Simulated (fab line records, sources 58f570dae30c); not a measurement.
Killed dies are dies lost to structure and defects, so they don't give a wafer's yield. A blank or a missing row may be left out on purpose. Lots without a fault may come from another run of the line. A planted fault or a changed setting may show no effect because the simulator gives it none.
Which tool did it? | flow berkeley_cmos170 | 7 lots, 21 wafers sampled, at 1 step of a route of 331

WHAT THE GAUGES READ, wafer by wafer
UCB170_GATE_OVL_MEAS_13.
lot  | measured     | on         | GATE_OVL (nm)
L653 | day 6 15:35  | overlay-01 | -5 1 -5
L656 | day 7 05:28  | overlay-01 | 3 -8 3
L658 | day 7 19:25  | overlay-01 | -7 -11 -7
L662 | day 8 18:22  | overlay-01 | 0 -5 -12
L667 | day 9 12:14  | overlay-02 | 0 1 -11
L671 | day 10 13:57 | overlay-02 | 6 -3 -12
L673 | day 10 14:39 | overlay-02 | 0 -6 -10

WHICH TOOL RAN EACH LOT (tool, then ch and the chambers of the sampled wafers, then the start)
The record holds no process step before these readings.

THE ANSWER, worked out from the rows above alone
Rule: what is usual is taken from the lots themselves. Put in order of their means at a reading, lots are off if they are a third of the lots or fewer, leave a main group of 4 or more, and stand apart from it by a gap of 3 or more times the standard deviation of the main group's means; of several such gaps the widest counts. A main group whose means are all the same, to the digits that the tables above print for the reading, isn't used. A lot without any number at a reading at which 4 lots or more have one is off too. The other lots that the step has rows for count as sound.
No lot is off at any reading shown: from this, nothing can be told.

WHAT THE SIMULATOR HAD PUT IN
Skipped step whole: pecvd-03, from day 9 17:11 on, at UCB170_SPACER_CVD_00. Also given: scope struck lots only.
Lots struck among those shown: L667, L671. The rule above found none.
